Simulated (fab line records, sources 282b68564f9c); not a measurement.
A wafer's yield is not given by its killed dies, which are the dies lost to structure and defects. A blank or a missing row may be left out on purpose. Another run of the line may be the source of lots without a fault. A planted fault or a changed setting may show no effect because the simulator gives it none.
fab line records	flow rit-cmos
record: lots: 14	wafers: 42	last-day: 7
route steps=202 shown ACTIVE@1 FOX2@24 CONTACT@180 M1@196
lots that met no fault: from a run of the same line without faults
start-h: the number of hours between the record's first day and the start of the first shown wafer of the lot	wait-h: hours from the lot's prior step to this one	" identical to the entry in the row above	L1.1+2: several wafers, shown together as one row	- no value present, or no start provided	* or withheld: withheld	< > ~ a bound
route shown NAME@n: a module of which the file shows steps, and the number in the route of the first	usual: mean/standard deviation taken from wafers without a fault	same: alike in all rows	chamber/n: place in a boat	sites: readings site by site	_std_site: standard deviation across them	_edge_site: the outer-site mean with the inner-site mean subtracted	radius-mm: for every site, how far away it sits from the centre of the wafer	mask NAME#n: copy n	behind: the tool/chamber that last shaped the wafer	hold: why the lot went on hold/how many hours it stayed there/how the hold came to an end	device: which transistor (n, p or np) failed to switch	end of line: the route-end tests of the same wafers	a step given without rows: its recipe and nothing more	killed: the dies lost at the first sort to structure and to defects; this is not the yield of the wafer	map: dies across one wafer; x = killed, . = not, _ = none there
set.NAME: the setting as run; set.NAME@STEP: as run at that earlier step	model.NAME: the simulator's own value behind a step, which no gauge read
route steps across a sampled set of lots; one table per step, one row per wafer
services: when a tool's chamber went out of use (start-h, in hours from the record's first day, below 0 if earlier), for how many hours, and the reason
== steps ==
step: RIT_ACTIVE_BOW_MEAS_00
recipe: mode: bow
usual: INCOMING_BOW: 0/6.8
lot.wafer	tool	chamber	start-h	wait-h	INCOMING_BOW[um]
L596.3	film-metro-02	-	10.04	-	-3
L596.4	"	-	"	"	1
L596.5	"	-	"	"	-7
L598.1	film-metro-02	-	20.00	-	0
L598.2	"	-	"	"	5
L598.4	"	-	"	"	1
L599.3	film-metro-02	-	25.04	-	5
L599.4	"	-	"	"	2
L599.5	"	-	"	"	0
L601.4	film-metro-04	-	35.06	-	2
L601.5	"	-	"	"	-3
L601.6	"	-	"	"	-11
L603.1	film-metro-04	-	45.00	-	1
L603.4	"	-	"	"	-14
L603.6	"	-	"	"	1
L604.1	film-metro-02	-	50.00	-	7
L604.4	"	-	"	"	2
L604.5	"	-	"	"	-7
L606.1	film-metro-04	-	60.00	-	6
L606.2	"	-	"	"	-7
L606.6	"	-	"	"	-10
L608.2	film-metro-04	-	70.02	-	-7
L608.3	"	-	"	"	-4
L608.6	"	-	"	"	8
L611.2	film-metro-02	-	85.02	-	-1
L611.5	"	-	"	"	6
L611.6	"	-	"	"	-3
L612.2	film-metro-04	-	90.02	-	0
L612.5	"	-	"	"	0
L612.6	"	-	"	"	1
L613.1	film-metro-02	-	95.00	-	-6
L613.3	"	-	"	"	-9
L613.6	"	-	"	"	-2
L615.2	film-metro-04	-	105.02	-	-2
L615.3	"	-	"	"	-8
L615.4	"	-	"	"	3
L616.1	film-metro-04	-	110.00	-	-10
L616.2	"	-	"	"	2
L616.5	"	-	"	"	12
L618.2	film-metro-04	-	120.02	-	-5
L618.3	"	-	"	"	0
L618.6	"	-	"	"	5
step: RIT_FOX2_THK_MEAS_01
recipe: reads: SiO2_of_FOX2_OXIDATION_00
usual: FOX2_OXIDE_THK: 353/7.2
lot.wafer	tool	chamber	start-h	wait-h	FOX2_OXIDE_THK[nm]
L596.3	film-metro-04	-	19.51	0.0	335
L596.4	"	-	"	"	339
L596.5	"	-	"	"	335
L598.1	film-metro-01	-	29.44	0.0	356
L598.2	"	-	"	"	356
L598.4	"	-	"	"	353
L599.3	film-metro-04	-	34.01	0.0	358
L599.4	"	-	"	"	354
L599.5	"	-	"	"	361
L601.4	film-metro-01	-	44.96	0.0	353
L601.5	"	-	"	"	358
L601.6	"	-	"	"	350
L603.1	film-metro-01	-	53.88	0.0	363
L603.4	"	-	"	"	360
L603.6	"	-	"	"	358
L604.1	film-metro-01	-	60.00	0.0	343
L604.4	"	-	"	"	343
L604.5	"	-	"	"	343
L606.1	film-metro-01	-	69.19	0.0	350
L606.2	"	-	"	"	346
L606.6	"	-	"	"	350
L608.2	film-metro-01	-	78.45	0.0	343
L608.3	"	-	"	"	345
L608.6	"	-	"	"	343
L611.2	film-metro-01	-	93.90	0.0	350
L611.5	"	-	"	"	346
L611.6	"	-	"	"	347
L612.2	film-metro-03	-	98.99	0.0	344
L612.5	"	-	"	"	350
L612.6	"	-	"	"	355
L613.1	film-metro-04	-	103.46	0.0	354
L613.3	"	-	"	"	346
L613.6	"	-	"	"	349
L615.2	film-metro-01	-	113.35	0.0	354
L615.3	"	-	"	"	359
L615.4	"	-	"	"	355
L616.1	film-metro-04	-	118.97	0.0	356
L616.2	"	-	"	"	350
L616.5	"	-	"	"	350
L618.2	film-metro-01	-	129.17	0.0	348
L618.3	"	-	"	"	349
L618.6	"	-	"	"	347
step: RIT_CONTACT_STRIP_12
recipe: chemistry: O2	time-s: 187.2	resist: NOVOLAK	platen-temp-c: withheld	power-w: 500	pressure-mtorr: 4000	o2-flow-sccm: 4000
usual: drypump-motor-current-A: 5.7/0.32
lot.wafer	tool	chamber	start-h	wait-h	drypump-motor-current-A	rf-hours-counter-h
L596.3	plasma-asher-02	1	57.97	0.2	5.7	-
L596.4	"	0	"	"	5.3	-
L596.5	"	0	"	"	5.3	-
L598.1	plasma-asher-01	1	68.07	0.1	6.2	42
L598.2	"	0	"	"	5.4	42
L598.4	"	0	"	"	5.4	-
L599.3	plasma-asher-03	0	69.69	0.2	5.9	-
L599.4	"	1	"	"	5.4	-
L599.5	"	0	"	"	5.8	-
L601.4	plasma-asher-02	1	78.34	0.2	5.7	-
L601.5	"	0	"	"	5.2	-
L601.6	"	1	"	"	5.7	-
L603.1	plasma-asher-03	1	86.39	0.1	5.4	47
L603.4	"	1	"	"	5.5	-
L603.6	"	0	"	"	5.8	-
L604.1	plasma-asher-03	1	92.77	0.1	5.4	48
L604.4	"	0	"	"	5.9	-
L604.5	"	0	"	"	5.8	-
L606.1	plasma-asher-01	0	102.46	0.1	5.4	45
L606.2	"	1	"	"	6.2	45
L606.6	"	0	"	"	5.4	-
L608.2	plasma-asher-01	1	111.42	0.1	6.2	46
L608.3	"	0	"	"	5.4	-
L608.6	"	0	"	"	5.4	-
L611.2	plasma-asher-01	1	128.25	0.1	6.2	48
L611.5	"	0	"	"	5.4	-
L611.6	"	1	"	"	6.2	-
L612.2	plasma-asher-03	1	133.18	0.1	5.4	52
L612.5	"	1	"	"	5.4	-
L612.6	"	0	"	"	5.8	-
L613.1	plasma-asher-03	0	137.53	0.1	5.9	53
L613.3	"	1	"	"	5.4	-
L613.6	"	0	"	"	5.9	-
L615.2	plasma-asher-01	1	147.68	0.1	6.2	49
L615.3	"	0	"	"	5.4	-
L615.4	"	1	"	"	6.2	-
L616.1	plasma-asher-02	0	152.88	0.1	5.3	4
L616.2	"	1	"	"	5.7	4
L616.5	"	0	"	"	5.3	-
L618.2	plasma-asher-02	1	163.10	0.1	5.7	5
L618.3	"	0	"	"	5.3	-
L618.6	"	0	"	"	5.3	-
step: RIT_M1_METAL_ETCH_12
recipe: stop-on: SiO2	chemistry: Cl2/BCl3	target: Al	time-s: 165	over-etch-frac: 0.5	pressure-mtorr: 100	target-depth-a: 6000	rf-w: 250	Cl2_flow_sccm: 60	bcl3-flow-sccm: 50
usual: drypump-motor-current-A: 5.8/0.61	oes-product-au: 0.780/0.011	rf-fwd-power-W: 248.8/0.8	throttle-valve-pct: 8.39/0.12
same: over-etch-frac: 0.5
lot.wafer	tool	chamber	start-h	wait-h	drypump-motor-current-A	oes-product-au	rf-fwd-power-W	rf-hours-counter-h	throttle-valve-pct
L596.3	rie-metal-03	0	60.50	0.2	5.2	0.779	247.9	-	8.43
L596.4	"	1	"	"	5.1	0.775	249.6	-	8.52
L596.5	"	0	"	"	5.2	0.775	248.1	-	8.44
L598.1	rie-metal-04	0	70.60	0.2	6.6	0.778	250.0	3.4	8.40
L598.2	"	1	"	"	6.0	0.798	248.3	4.1	8.14
L598.4	"	0	"	"	6.5	0.782	249.8	-	8.38
L599.3	rie-metal-03	0	72.29	0.2	5.2	0.778	248.0	-	8.44
L599.4	"	0	"	"	5.2	0.773	248.8	-	8.43
L599.5	"	0	"	"	5.2	0.768	248.7	-	8.45
L601.4	rie-metal-04	1	80.96	0.1	6.1	0.799	247.7	-	8.14
L601.5	"	0	"	"	6.6	0.775	249.7	-	8.38
L601.6	"	1	"	"	6.0	0.792	246.9	-	8.14
L603.1	rie-metal-01	1	88.81	0.2	6.6	0.797	249.4	1.3	8.49
L603.4	"	0	"	"	5.7	0.786	248.1	-	8.29
L603.6	"	1	"	"	6.6	0.789	248.8	-	8.49
L604.1	rie-metal-04	0	95.54	0.2	6.6	0.783	250.2	3.8	8.39
L604.4	"	1	"	"	6.0	0.805	249.3	-	8.17
L604.5	"	0	"	"	6.5	0.775	249.5	-	8.37
L606.1	rie-metal-01	0	105.10	0.2	5.8	0.771	249.3	0.7	8.29
L606.2	"	1	"	"	6.6	0.787	248.8	1.5	8.47
L606.6	"	0	"	"	5.8	0.781	248.1	-	8.29
L608.2	rie-metal-03	0	114.02	0.2	5.2	0.783	424.0	3.2	8.44
L608.3	"	1	"	"	5.1	0.768	248.9	-	8.49
L608.6	"	0	"	"	5.2	0.775	423.2	-	8.44
L611.2	rie-metal-03	0	130.83	0.2	5.2	0.772	422.4	3.4	8.43
L611.5	"	1	"	"	5.1	0.761	250.6	-	8.51
L611.6	"	0	"	"	5.2	0.774	423.6	-	8.43
L612.2	rie-metal-01	0	135.71	0.2	5.7	0.765	249.4	1.1	8.30
L612.5	"	1	"	"	6.6	0.786	249.0	-	8.47
L612.6	"	0	"	"	5.7	0.772	248.9	-	8.30
L613.1	rie-metal-04	1	139.95	0.2	6.0	0.797	249.9	5.0	8.15
L613.3	"	1	"	"	6.0	0.804	249.6	-	8.16
L613.6	"	1	"	"	6.1	0.807	249.8	-	8.15
L615.2	rie-metal-01	0	150.09	0.2	5.7	0.778	248.7	1.3	8.29
L615.3	"	0	"	"	5.8	0.777	249.4	-	8.27
L615.4	"	1	"	"	6.6	0.788	248.9	-	8.48
L616.1	rie-metal-04	1	155.28	0.2	6.0	0.802	247.6	5.2	8.16
L616.2	"	0	"	"	6.5	0.776	249.0	4.5	8.40
L616.5	"	1	"	"	6.0	0.792	248.8	-	8.15
L618.2	rie-metal-01	1	165.64	0.2	6.6	0.782	249.0	2.2	8.47
L618.3	"	1	"	"	6.6	0.784	249.0	-	8.49
L618.6	"	0	"	"	5.7	0.770	249.8	-	8.29
step: RIT_M1_CD_MEAS_90
recipe: target-cd-nm: 2600
usual: cd-nm: 2600.3/2.4
lot.wafer	tool	chamber	start-h	wait-h	hold	cd-nm
L596.3	cd-sem-02	-	61.00	0.1	-	2600.3
L596.4	"	-	"	"	-	2597.4
L596.5	"	-	"	"	-	2600.4
L598.1	cd-sem-01	-	71.11	0.1	-	2599.6
L598.2	"	-	"	"	-	2599.0
L598.4	"	-	"	"	-	2598.4
L599.3	cd-sem-01	-	72.90	0.1	-	2598.7
L599.4	"	-	"	"	-	2600.1
L599.5	"	-	"	"	-	2599.4
L601.4	cd-sem-01	-	81.48	0.1	-	2597.7
L601.5	"	-	"	"	-	2601.1
L601.6	"	-	"	"	-	2600.5
L603.1	cd-sem-02	-	89.32	0.1	-	2601.5
L603.4	"	-	"	"	-	2602.2
L603.6	"	-	"	"	-	2600.9
L604.1	cd-sem-01	-	96.05	0.1	-	2598.8
L604.4	"	-	"	"	-	2597.6
L604.5	"	-	"	"	-	2597.2
L606.1	cd-sem-02	-	105.62	0.1	-	2605.3
L606.2	"	-	"	"	-	2603.9
L606.6	"	-	"	"	-	2603.2
L608.2	cd-sem-02	-	114.55	0.1	await-dispo/0.2h/release	2557.4
L608.3	"	-	"	"	await-dispo/0.2h/release	2600.1
L608.6	"	-	"	"	await-dispo/0.2h/release	2557.6
L608.2	cd-sem-02	-	114.84	0.3	-	2557.6
L608.3	"	-	"	"	-	2600.6
L608.6	"	-	"	"	-	2557.5
L611.2	cd-sem-01	-	131.37	0.1	await-dispo/0.2h/release	2555.1
L611.5	"	-	"	"	await-dispo/0.2h/release	2599.5
L611.6	"	-	"	"	await-dispo/0.2h/release	2556.5
L611.2	cd-sem-01	-	131.65	0.3	-	2555.2
L611.5	"	-	"	"	-	2599.4
L611.6	"	-	"	"	-	2556.1
L612.2	cd-sem-02	-	136.30	0.1	-	2598.2
L612.5	"	-	"	"	-	2596.1
L612.6	"	-	"	"	-	2597.2
L613.1	cd-sem-02	-	140.46	0.1	-	2600.0
L613.3	"	-	"	"	-	2601.6
L613.6	"	-	"	"	-	2601.6
L615.2	cd-sem-02	-	150.62	0.1	-	2601.2
L615.3	"	-	"	"	-	2597.6
L615.4	"	-	"	"	-	2600.1
L616.1	cd-sem-02	-	155.81	0.1	-	2600.3
L616.2	"	-	"	"	-	2603.2
L616.5	"	-	"	"	-	2599.6
L618.2	cd-sem-01	-	166.19	0.1	-	2600.0
L618.3	"	-	"	"	-	2598.8
L618.6	"	-	"	"	-	2600.4
step: RIT_M1_PROBE_99
usual: defect-limited-yield: 97.3/1.1	killed-at-contacts: 0.1/0.24	killed-at-front-end: 7.1/2.8	killed-dies: 7.2/2.8	killed-open: 3.6/2.1	killed-short: 3.6/1.9	sort_bin_3_pad_short: 0.2/0.25	sort_bin_5_function: 1.6/0.78	sort_bin_6_memory: 1.0/0.65	sort-n-pass: 256.8/2.8	sort-yield-pct: 97.3/1.1
same: gross-dies: 264	killed_at_M0_to_M3: 0	killed_at_M4_up: 0	killed-at-back-side: 0	killed-at-other: 0
lot.wafer	tool	chamber	start-h	wait-h	defect-limited-yield[%]	killed-at-contacts	killed-at-front-end	killed-dies	killed-open	killed-short	sort_bin_3_pad_short[%]	sort_bin_5_function[%]	sort_bin_6_memory[%]	sort-n-pass	sort-yield-pct[%]
L596.3	prober-01	-	62.80	0.2	97.7	0	6	6	3	3	0	1.1	1.1	258.0	97.7
L596.4	prober-01	-	62.85	0.2	95.8	0	11	11	3	8	0.4	2.7	1.1	253.0	95.8
L596.5	prober-01	-	62.90	0.2	97.7	0	6	6	4	2	0.4	1.5	0.4	258.0	97.7
L598.1	prober-01	-	72.85	0.1	95.5	0	12	12	5	7	0.4	2.3	1.9	252.0	95.5
L598.2	prober-01	-	72.90	0.1	96.2	0	10	10	6	4	0	3.0	0.8	254.0	96.2
L598.4	prober-01	-	73.00	0.2	97.3	0	7	7	2	5	0	1.1	1.5	257.0	97.3
L599.3	prober-02	-	74.70	0.2	98.1	0	5	5	2	3	0.4	1.5	0	259.0	98.1
L599.4	prober-02	-	74.75	0.2	97.3	1	6	7	3	4	0	1.9	0.8	257.0	97.3
L599.5	prober-02	-	74.80	0.2	97.0	0	8	8	6	2	0	1.9	1.1	256.0	97.0
L601.4	prober-02	-	83.31	0.2	95.8	0	11	11	9	2	0	1.9	2.3	253.0	95.8
L601.5	prober-02	-	83.36	0.2	98.9	1	2	3	2	1	0	0.8	0.4	261.0	98.9
L601.6	prober-02	-	83.41	0.2	98.9	0	3	3	3	0	0	0.4	0.8	261.0	98.9
L603.1	prober-02	-	91.06	0.1	96.6	0	9	9	3	6	0	1.1	2.3	255.0	96.6
L603.4	prober-02	-	91.21	0.2	98.1	0	5	5	3	2	0	1.9	0	259.0	98.1
L603.6	prober-02	-	91.31	0.2	97.0	1	7	8	5	3	0	1.5	1.5	256.0	97.0
L604.1	prober-01	-	97.79	0.1	95.5	0	12	12	6	6	0.4	1.5	2.7	252.0	95.5
L604.4	prober-01	-	97.94	0.2	97.7	0	6	6	4	2	0	1.1	1.1	258.0	97.7
L604.5	prober-01	-	97.99	0.2	95.1	0	13	13	7	6	0.8	1.5	2.7	251.0	95.1
L606.1	prober-02	-	107.36	0.1	96.6	0	9	9	3	6	0	1.5	1.9	255.0	96.6
L606.2	prober-02	-	107.41	0.1	99.2	0	2	2	2	0	0	0	0.8	262.0	99.2
L606.6	prober-02	-	107.61	0.2	99.2	0	2	2	0	2	0	0.8	0	262.0	99.2
L608.2	prober-02	-	120.12	0.1	98.5	0	4	4	0	4	0.4	0.4	0.8	260.0	98.5
L608.3	prober-02	-	120.17	0.2	97.7	0	6	6	5	1	0	1.5	0.8	258.0	97.7
L608.6	prober-02	-	120.32	0.2	98.5	0	4	4	2	2	0.4	1.1	0	260.0	98.5
L611.2	prober-01	-	135.90	0.1	97.0	0	8	8	1	7	0.8	1.5	0.8	256.0	97.0
L611.5	prober-01	-	136.05	0.2	97.7	0	6	6	4	2	0.4	1.9	0	258.0	97.7
L611.6	prober-01	-	136.10	0.2	98.1	0	5	5	3	2	0	1.9	0	259.0	98.1
L612.2	prober-02	-	138.07	0.1	97.3	0	7	7	3	4	0.4	1.1	1.1	257.0	97.3
L612.5	prober-02	-	138.22	0.2	98.1	0	5	5	2	3	0.4	1.5	0	259.0	98.1
L612.6	prober-02	-	138.27	0.2	95.5	0	12	12	7	5	0	3.4	1.1	252.0	95.5
L613.1	prober-01	-	142.20	0.1	97.3	0	7	7	4	3	0	1.5	1.1	257.0	97.3
L613.3	prober-01	-	142.30	0.2	96.2	0	10	10	6	4	0	1.9	1.9	254.0	96.2
L613.6	prober-01	-	142.45	0.2	96.2	0	10	10	4	6	0	2.7	1.1	254.0	96.2
L615.2	prober-01	-	153.07	0.1	98.1	0	5	5	3	2	0.4	0.8	0.8	259.0	98.1
L615.3	prober-01	-	153.12	0.2	96.6	0	9	9	4	5	0.4	2.7	0.4	255.0	96.6
L615.4	prober-01	-	153.17	0.2	97.3	0	7	7	2	5	0	1.9	0.8	257.0	97.3
L616.1	prober-02	-	157.55	0.1	96.6	0	9	9	2	7	0.4	2.3	0.8	255.0	96.6
L616.2	prober-02	-	157.60	0.1	97.3	0	7	7	2	5	0.8	1.5	0.4	257.0	97.3
L616.5	prober-02	-	157.75	0.2	98.1	0	5	5	1	4	0.4	1.1	0.4	259.0	98.1
L618.2	prober-02	-	167.96	0.1	96.2	0	10	10	7	3	0.4	2.3	1.1	254.0	96.2
L618.3	prober-02	-	168.01	0.2	98.9	0	3	3	1	2	0	1.1	0	261.0	98.9
L618.6	prober-02	-	168.16	0.2	97.3	0	7	7	5	2	0	1.5	1.1	257.0	97.3
killed by level:class
L596.3 SILICIDE:geometric-particle:open=2 FOX2:geometric-particle:short=1 GATE:geometric-particle:open=1 GATE:geometric-particle:short=1 REOX:geometric-particle:short=1
L596.4 GATE:geometric-particle:short=7 FOX1:geometric-particle:short=1 FOX1:geometric-particle:open=1 REOX:geometric-particle:open=1 SPACER:geometric-particle:open=1
L596.5 GATE:geometric-particle:open=3 SPACER:geometric-particle:short=2 FOX2:geometric-particle:open=1
L598.1 FOX1:geometric-particle:open=2 REOX:geometric-particle:short=2 SPACER:geometric-particle:short=2 SPACER:geometric-particle:open=2 FOX1:geometric-particle:short=1 FOX2:geometric-particle:short=1 GATE:geometric-particle:short=1 REOX:geometric-particle:open=1
L598.2 GATE:geometric-particle:open=3 REOX:geometric-particle:open=2 REOX:geometric-particle:short=2 FOX1:geometric-particle:short=1 SPACER:geometric-particle:open=1 SPACER:geometric-particle:short=1
L598.4 GATE:geometric-particle:short=3 FOX1:geometric-particle:short=1 REOX:geometric-particle:short=1 SPACER:geometric-particle:open=1 SILICIDE:geometric-particle:open=1
L599.3 FOX1:geometric-particle:short=2 SILICIDE:geometric-particle:open=2 SILICIDE:geometric-particle:short=1
L599.4 SPACER:geometric-particle:open=2 FOX1:geometric-particle:short=1 FOX1:geometric-particle:open=1 REOX:geometric-particle:short=1 SILICIDE:geometric-particle:short=1 CONTACT:geometric-particle:short=1
L599.5 SILICIDE:geometric-particle:open=3 GATE:geometric-particle:open=2 GATE:geometric-particle:short=1 REOX:geometric-particle:short=1 SPACER:geometric-particle:open=1
L601.4 GATE:geometric-particle:open=5 REOX:geometric-particle:open=2 FOX1:geometric-particle:open=1 GATE:geometric-particle:short=1 REOX:geometric-particle:short=1 SPACER:geometric-particle:open=1
L601.5 FOX2:geometric-particle:short=1 GATE:geometric-particle:open=1 CONTACT:geometric-particle:open=1
L601.6 REOX:geometric-particle:open=2 SILICIDE:geometric-particle:open=1
L603.1 SPACER:geometric-particle:short=3 FOX1:geometric-particle:short=2 GATE:geometric-particle:open=1 SPACER:geometric-particle:open=1 SILICIDE:geometric-particle:open=1 SILICIDE:geometric-particle:short=1
L603.4 GATE:geometric-particle:short=2 FOX1:geometric-particle:open=1 GATE:geometric-particle:open=1 SPACER:geometric-particle:open=1
L603.6 FOX1:geometric-particle:short=2 SILICIDE:geometric-particle:open=2 FOX1:geometric-particle:open=1 GATE:geometric-particle:open=1 SPACER:geometric-particle:short=1 CONTACT:geometric-particle:open=1
L604.1 GATE:geometric-particle:open=3 FOX2:geometric-particle:open=2 SPACER:geometric-particle:short=2 FOX1:geometric-particle:short=1 FOX2:geometric-particle:short=1 GATE:geometric-particle:short=1 REOX:geometric-particle:short=1 SPACER:geometric-particle:open=1
L604.4 SILICIDE:geometric-particle:open=2 GATE:geometric-particle:short=1 REOX:geometric-particle:open=1 REOX:geometric-particle:short=1 SPACER:geometric-particle:open=1
L604.5 GATE:geometric-particle:open=3 FOX1:geometric-particle:short=2 SPACER:geometric-particle:short=2 FOX1:geometric-particle:open=1 FOX2:geometric-particle:open=1 GATE:geometric-particle:short=1 REOX:geometric-particle:short=1 SPACER:geometric-particle:open=1
L606.1 SILICIDE:geometric-particle:short=3 FOX2:geometric-particle:short=1 GATE:geometric-particle:open=1 REOX:geometric-particle:short=1 REOX:geometric-particle:open=1 SPACER:geometric-particle:short=1 SILICIDE:geometric-particle:open=1
L606.2 REOX:geometric-particle:open=1 SILICIDE:geometric-particle:open=1
L606.6 FOX1:geometric-particle:short=1 SPACER:geometric-particle:short=1
L608.2 GATE:geometric-particle:short=2 SPACER:geometric-particle:short=1 SILICIDE:geometric-particle:short=1
L608.3 GATE:geometric-particle:open=2 SILICIDE:geometric-particle:open=2 FOX2:geometric-particle:open=1 SILICIDE:geometric-particle:short=1
L608.6 FOX1:geometric-particle:open=1 FOX2:geometric-particle:open=1 GATE:geometric-particle:short=1 SILICIDE:geometric-particle:short=1
L611.2 GATE:geometric-particle:short=3 SPACER:geometric-particle:short=3 GATE:geometric-particle:open=1 REOX:geometric-particle:short=1
L611.5 FOX1:geometric-particle:open=1 FOX1:geometric-particle:short=1 FOX2:geometric-particle:short=1 GATE:geometric-particle:open=1 REOX:geometric-particle:open=1 SPACER:geometric-particle:open=1
L611.6 SPACER:geometric-particle:open=2 GATE:geometric-particle:open=1 GATE:geometric-particle:short=1 REOX:geometric-particle:short=1
L612.2 SPACER:geometric-particle:open=2 SILICIDE:geometric-particle:short=2 FOX2:geometric-particle:short=1 GATE:geometric-particle:open=1 SPACER:geometric-particle:short=1
L612.5 GATE:geometric-particle:open=1 GATE:geometric-particle:short=1 REOX:geometric-particle:short=1 REOX:geometric-particle:open=1 SILICIDE:geometric-particle:short=1
L612.6 GATE:geometric-particle:open=3 SPACER:geometric-particle:short=3 SPACER:geometric-particle:open=3 GATE:geometric-particle:short=1 SILICIDE:geometric-particle:short=1 SILICIDE:geometric-particle:open=1
L613.1 FOX2:geometric-particle:short=2 SPACER:geometric-particle:open=2 FOX2:geometric-particle:open=1 GATE:geometric-particle:open=1 REOX:geometric-particle:short=1
L613.3 FOX1:geometric-particle:open=2 FOX2:geometric-particle:open=2 GATE:geometric-particle:open=2 GATE:geometric-particle:short=2 FOX1:geometric-particle:short=1 FOX2:geometric-particle:short=1
L613.6 FOX1:geometric-particle:open=2 SPACER:geometric-particle:short=2 ACTIVE:geometric-particle:short=1 FOX1:geometric-particle:short=1 GATE:geometric-particle:short=1 REOX:geometric-particle:open=1 SILICIDE:geometric-particle:short=1 SILICIDE:geometric-particle:open=1
L615.2 REOX:geometric-particle:open=3 FOX1:geometric-particle:short=2
L615.3 FOX1:geometric-particle:open=2 FOX2:geometric-particle:short=2 SILICIDE:geometric-particle:short=2 GATE:geometric-particle:open=1 REOX:geometric-particle:open=1 SPACER:geometric-particle:short=1
L615.4 FOX1:geometric-particle:short=2 GATE:geometric-particle:short=2 FOX1:geometric-particle:open=1 SPACER:geometric-particle:short=1 SPACER:geometric-particle:open=1
L616.1 FOX2:geometric-particle:short=3 GATE:geometric-particle:short=3 FOX1:geometric-particle:open=1 FOX2:geometric-particle:open=1 SPACER:geometric-particle:short=1
L616.2 GATE:geometric-particle:short=4 FOX2:geometric-particle:short=1 GATE:geometric-particle:open=1 SPACER:geometric-particle:open=1
L616.5 FOX2:geometric-particle:short=2 FOX1:geometric-particle:open=1 FOX1:geometric-particle:short=1 SPACER:geometric-particle:short=1
L618.2 GATE:geometric-particle:open=4 GATE:geometric-particle:short=2 FOX1:geometric-particle:open=1 REOX:geometric-particle:short=1 SPACER:geometric-particle:open=1 SILICIDE:geometric-particle:open=1
L618.3 FOX1:geometric-particle:short=1 FOX1:geometric-particle:open=1 REOX:geometric-particle:short=1
L618.6 GATE:geometric-particle:open=2 FOX1:geometric-particle:open=1 FOX2:geometric-particle:open=1 GATE:geometric-particle:short=1 REOX:geometric-particle:short=1 SILICIDE:geometric-particle:open=1
== services ==
tool	chamber	start-h	hours	kind
rie-metal-01	0	45.13	21.1	repair
plasma-asher-01	-	61.46	1.8	repair
rie-metal-03	1	70.34	12.5	repair
rie-metal-01	0	72.75	5.4	repair
plasma-asher-03	-	96.68	6.2	repair
plasma-asher-02	-	108.75	9.0	pm
plasma-asher-02	0	108.75	9.0	vent-cycle
plasma-asher-02	1	108.75	9.0	vent-cycle
plasma-asher-02	0	117.75	-	clean
plasma-asher-02	1	117.75	-	clean
plasma-asher-01	-	128.92	8.7	repair
plasma-asher-03	-	147.66	7.8	repair
plasma-asher-03	-	162.77	3.1	repair
== key ==
first-sign: step: RIT_M1_METAL_ETCH_12	reading: rf-fwd-power-W	direction: up	sigmas: 99+	usual: 248.8	struck: 423.3
effect: step: RIT_M1_CD_MEAS_90	reading: visit	direction: added
effect: step: RIT_M1_CD_MEAS_90	reading: cd-nm	direction: down	sigmas: 18	usual: 2600.3	struck: 2556.6
met-at RIT_M1_METAL_ETCH_12
struck-lots L608,L611
struck-wafers L608.2,L608.6,L611.2,L611.6
not-acting-at RIT_ACTIVE_BOW_MEAS_00,RIT_FOX2_THK_MEAS_01,RIT_CONTACT_STRIP_12
onset-between 72.29 114.02
fault: kind: process-parameter-drift	tool: rie-metal-03	chamber: 0	onset-h: 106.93	steps: RIT_M1_METAL_ETCH_12	channel: rf-w	offset: 175	shape: step	end-h: 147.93	stated: 250
